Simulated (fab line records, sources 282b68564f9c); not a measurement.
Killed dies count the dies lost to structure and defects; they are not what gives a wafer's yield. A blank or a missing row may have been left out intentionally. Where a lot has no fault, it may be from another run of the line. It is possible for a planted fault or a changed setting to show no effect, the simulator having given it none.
fab line records || flow rit-cmos
[record] {"lots": 14, "wafers": 42, "last-day": 7}
route steps=202 shown PSD@145
lots that met no fault: from a run of the same line without faults
start-h: hours from the record's opening day to when the first of the lot's shown wafers began || wait-h: hours elapsed since this lot's preceding step || " as in the row above || L1.1+2: a single row standing in for several wafers || - no value, or no start was given || * or withheld: withheld || < > ~ a bound
route shown NAME@n: NAME is a module with steps in the file, n the number in the route of the first one || usual: mean/standard deviation taken from wafers without a fault || same: alike in all rows || chamber/n: place in a boat || sites: readings site by site || _std_site: the values' standard deviation || _edge_site: inner sites' mean taken away from outer sites' mean || radius-mm: for every site, how far away it sits from the centre of the wafer || mask NAME#n: copy n || behind: the last tool/chamber to shape the wafer || hold: why the lot went on hold/how many hours it stayed there/how the hold came to an end || device: whichever transistor did not switch (one of n, p or np) || end of line: the tests these same wafers got at the end of their route || a step with no rows: only its recipe || killed: dies that structure and defects cost at the first sort, which is not the same as the wafer's yield || map: a wafer's dies, x killed, . not, _ none there
set.NAME: the run value of the setting; set.NAME@STEP: its run value at that earlier step || model.NAME: the simulator's own value behind a step, which no gauge read
route steps across a sampled set of lots; one table per step, one row per wafer
services: a tool's chamber out of use, with start hour (start-h, from the record's first day; less than 0 if before it), hours out, and reason
[[steps]]
[step RIT_PSD_EXPOSE_03]
[recipe] {"mask-id": "M10", "na": 0.57, "target-cd-nm": 40900, "dose-mj": 250}
[same] {"na": 0.57}
{"lot.wafer": "L714.1+4+5", "tool": "iline-stepper-01", "chamber": 0, "start-h": 52.97, "wait-h": 0.1, "mask": "M10#0"}
{"lot.wafer": "L715.1+3+6", "tool": "iline-stepper-01", "chamber": 0, "start-h": 55.37, "wait-h": 0.1, "mask": "M10#0"}
{"lot.wafer": "L716.1+2+4", "tool": "iline-stepper-01", "chamber": 0, "start-h": 61.36, "wait-h": 0.1, "mask": "M10#0"}
{"lot.wafer": "L718.1+5+6", "tool": "iline-stepper-02", "chamber": 0, "start-h": 70.70, "wait-h": 0.2, "mask": "M10#0"}
{"lot.wafer": "L719.1+4+5", "tool": "iline-stepper-01", "chamber": 0, "start-h": 77.32, "wait-h": 0.2, "mask": "M10#0"}
{"lot.wafer": "L720.1+3+6", "tool": "iline-stepper-02", "chamber": 0, "start-h": 81.28, "wait-h": 0.2, "mask": "M10#0"}
{"lot.wafer": "L721.1+5+6", "tool": "iline-stepper-02", "chamber": 0, "start-h": 88.50, "wait-h": 0.1, "mask": "M10#0"}
{"lot.wafer": "L722.2+4+5", "tool": "iline-stepper-02", "chamber": 0, "start-h": 92.11, "wait-h": 0.1, "mask": "M10#0"}
{"lot.wafer": "L723.1+3+4", "tool": "iline-stepper-01", "chamber": 0, "start-h": 97.98, "wait-h": 0.2, "mask": "M10#0"}
{"lot.wafer": "L724.2+3+4", "tool": "iline-stepper-01", "chamber": 0, "start-h": 106.13, "wait-h": 0.1, "mask": "M10#0"}
{"lot.wafer": "L728.1+5+6", "tool": "iline-stepper-02", "chamber": 0, "start-h": 125.66, "wait-h": 0.1, "mask": "M10#0"}
{"lot.wafer": "L731.3+5+6", "tool": "iline-stepper-02", "chamber": 0, "start-h": 139.27, "wait-h": 0.1, "mask": "M10#0"}
{"lot.wafer": "L733.3+4+6", "tool": "iline-stepper-01", "chamber": 0, "start-h": 145.39, "wait-h": 0.2, "mask": "M10#0"}
{"lot.wafer": "L734.1+4+6", "tool": "iline-stepper-01", "chamber": 0, "start-h": 153.33, "wait-h": 0.1, "mask": "M10#0"}
[step RIT_PSD_OVL_MEAS_06]
[usual] {"PSD_OVL": "0.1/1.2"}
{"lot.wafer": "L714.1", "tool": "overlay-02", "chamber": "-", "start-h": 53.37, "wait-h": "-", "PSD_OVL[nm]": 0.5}
{"lot.wafer": "L714.4", "tool": "overlay-02", "chamber": "-", "start-h": 53.37, "wait-h": "-", "PSD_OVL[nm]": 1.7}
{"lot.wafer": "L714.5", "tool": "overlay-02", "chamber": "-", "start-h": 53.37, "wait-h": "-", "PSD_OVL[nm]": -2.2}
{"lot.wafer": "L715.1", "tool": "overlay-02", "chamber": "-", "start-h": 55.77, "wait-h": "-", "PSD_OVL[nm]": -1.2}
{"lot.wafer": "L715.3", "tool": "overlay-02", "chamber": "-", "start-h": 55.77, "wait-h": "-", "PSD_OVL[nm]": -0.9}
{"lot.wafer": "L715.6", "tool": "overlay-02", "chamber": "-", "start-h": 55.77, "wait-h": "-", "PSD_OVL[nm]": 0.0}
{"lot.wafer": "L716.1", "tool": "overlay-01", "chamber": "-", "start-h": 61.76, "wait-h": "-", "PSD_OVL[nm]": 2.4}
{"lot.wafer": "L716.2", "tool": "overlay-01", "chamber": "-", "start-h": 61.76, "wait-h": "-", "PSD_OVL[nm]": 1.0}
{"lot.wafer": "L716.4", "tool": "overlay-01", "chamber": "-", "start-h": 61.76, "wait-h": "-", "PSD_OVL[nm]": -0.8}
{"lot.wafer": "L718.1", "tool": "overlay-02", "chamber": "-", "start-h": 71.10, "wait-h": "-", "PSD_OVL[nm]": -1.8}
{"lot.wafer": "L718.5", "tool": "overlay-02", "chamber": "-", "start-h": 71.10, "wait-h": "-", "PSD_OVL[nm]": -0.8}
{"lot.wafer": "L718.6", "tool": "overlay-02", "chamber": "-", "start-h": 71.10, "wait-h": "-", "PSD_OVL[nm]": -0.5}
{"lot.wafer": "L719.1", "tool": "overlay-02", "chamber": "-", "start-h": 77.72, "wait-h": "-", "PSD_OVL[nm]": -0.5}
{"lot.wafer": "L719.4", "tool": "overlay-02", "chamber": "-", "start-h": 77.72, "wait-h": "-", "PSD_OVL[nm]": 2.0}
{"lot.wafer": "L719.5", "tool": "overlay-02", "chamber": "-", "start-h": 77.72, "wait-h": "-", "PSD_OVL[nm]": 1.9}
{"lot.wafer": "L720.1", "tool": "overlay-02", "chamber": "-", "start-h": 81.68, "wait-h": "-", "PSD_OVL[nm]": 1.2}
{"lot.wafer": "L720.3", "tool": "overlay-02", "chamber": "-", "start-h": 81.68, "wait-h": "-", "PSD_OVL[nm]": 2.6}
{"lot.wafer": "L720.6", "tool": "overlay-02", "chamber": "-", "start-h": 81.68, "wait-h": "-", "PSD_OVL[nm]": 1.8}
{"lot.wafer": "L721.1", "tool": "overlay-01", "chamber": "-", "start-h": 88.90, "wait-h": "-", "PSD_OVL[nm]": 0.3}
{"lot.wafer": "L721.5", "tool": "overlay-01", "chamber": "-", "start-h": 88.90, "wait-h": "-", "PSD_OVL[nm]": 1.4}
{"lot.wafer": "L721.6", "tool": "overlay-01", "chamber": "-", "start-h": 88.90, "wait-h": "-", "PSD_OVL[nm]": 1.2}
{"lot.wafer": "L722.2", "tool": "overlay-02", "chamber": "-", "start-h": 92.50, "wait-h": "-", "PSD_OVL[nm]": -0.1}
{"lot.wafer": "L722.4", "tool": "overlay-02", "chamber": "-", "start-h": 92.50, "wait-h": "-", "PSD_OVL[nm]": -0.3}
{"lot.wafer": "L722.5", "tool": "overlay-02", "chamber": "-", "start-h": 92.50, "wait-h": "-", "PSD_OVL[nm]": -1.5}
{"lot.wafer": "L723.1", "tool": "overlay-01", "chamber": "-", "start-h": 98.45, "wait-h": "-", "PSD_OVL[nm]": -0.8}
{"lot.wafer": "L723.3", "tool": "overlay-01", "chamber": "-", "start-h": 98.45, "wait-h": "-", "PSD_OVL[nm]": -0.8}
{"lot.wafer": "L723.4", "tool": "overlay-01", "chamber": "-", "start-h": 98.45, "wait-h": "-", "PSD_OVL[nm]": -0.9}
{"lot.wafer": "L724.2", "tool": "overlay-01", "chamber": "-", "start-h": 106.52, "wait-h": "-", "PSD_OVL[nm]": -0.5}
{"lot.wafer": "L724.3", "tool": "overlay-01", "chamber": "-", "start-h": 106.52, "wait-h": "-", "PSD_OVL[nm]": -1.0}
{"lot.wafer": "L724.4", "tool": "overlay-01", "chamber": "-", "start-h": 106.52, "wait-h": "-", "PSD_OVL[nm]": -1.3}
{"lot.wafer": "L728.1", "tool": "overlay-01", "chamber": "-", "start-h": 126.06, "wait-h": "-", "PSD_OVL[nm]": -1.0}
{"lot.wafer": "L728.5", "tool": "overlay-01", "chamber": "-", "start-h": 126.06, "wait-h": "-", "PSD_OVL[nm]": 0.0}
{"lot.wafer": "L728.6", "tool": "overlay-01", "chamber": "-", "start-h": 126.06, "wait-h": "-", "PSD_OVL[nm]": -1.2}
{"lot.wafer": "L731.3", "tool": "overlay-02", "chamber": "-", "start-h": 139.64, "wait-h": "-", "PSD_OVL[nm]": -0.6}
{"lot.wafer": "L731.5", "tool": "overlay-02", "chamber": "-", "start-h": 139.64, "wait-h": "-", "PSD_OVL[nm]": -0.6}
{"lot.wafer": "L731.6", "tool": "overlay-02", "chamber": "-", "start-h": 139.64, "wait-h": "-", "PSD_OVL[nm]": 0.4}
{"lot.wafer": "L733.3", "tool": "overlay-01", "chamber": "-", "start-h": 145.77, "wait-h": "-", "PSD_OVL[nm]": 131.2}
{"lot.wafer": "L733.4", "tool": "overlay-01", "chamber": "-", "start-h": 145.77, "wait-h": "-", "PSD_OVL[nm]": 129.9}
{"lot.wafer": "L733.6", "tool": "overlay-01", "chamber": "-", "start-h": 145.77, "wait-h": "-", "PSD_OVL[nm]": 129.3}
{"lot.wafer": "L734.1", "tool": "overlay-02", "chamber": "-", "start-h": 153.73, "wait-h": "-", "PSD_OVL[nm]": 130.1}
{"lot.wafer": "L734.4", "tool": "overlay-02", "chamber": "-", "start-h": 153.73, "wait-h": "-", "PSD_OVL[nm]": 130.4}
{"lot.wafer": "L734.6", "tool": "overlay-02", "chamber": "-", "start-h": 153.73, "wait-h": "-", "PSD_OVL[nm]": 131.3}
[[services]]
{"tool": "iline-stepper-02", "chamber": "-", "start-h": 54.26, "hours": 1.7, "kind": "pm"}
{"tool": "iline-stepper-01", "chamber": "-", "start-h": 127.65, "hours": 1.7, "kind": "pm"}
{"tool": "iline-stepper-01", "chamber": "-", "start-h": 130.37, "hours": 8.9, "kind": "pm"}
[[key]]
[first-sign] {"step": "RIT_PSD_OVL_MEAS_06", "reading": "PSD_OVL", "direction": "up", "sigmas": "99+", "usual": 0.1, "struck": 130.4}
effect none on later readings
met-at RIT_PSD_EXPOSE_03
struck-lots L733,L734
tester-left-out L733,L734
onset-between 106.13 145.39
also-fits time
[fault] {"kind": "scanner-matching-overlay", "tool": "iline-stepper-01", "chamber": "-", "onset-h": 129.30, "steps": "RIT_PSD_EXPOSE_03", "offset": 130}
// tester-left-out: of these lots the tester's yield and bins aren't shown, on N5 and GAA mostly nor the transistor test; their killed dies are dies lost to structure and defects alone, not to doping, threshold or leakage, so they don't give the yield
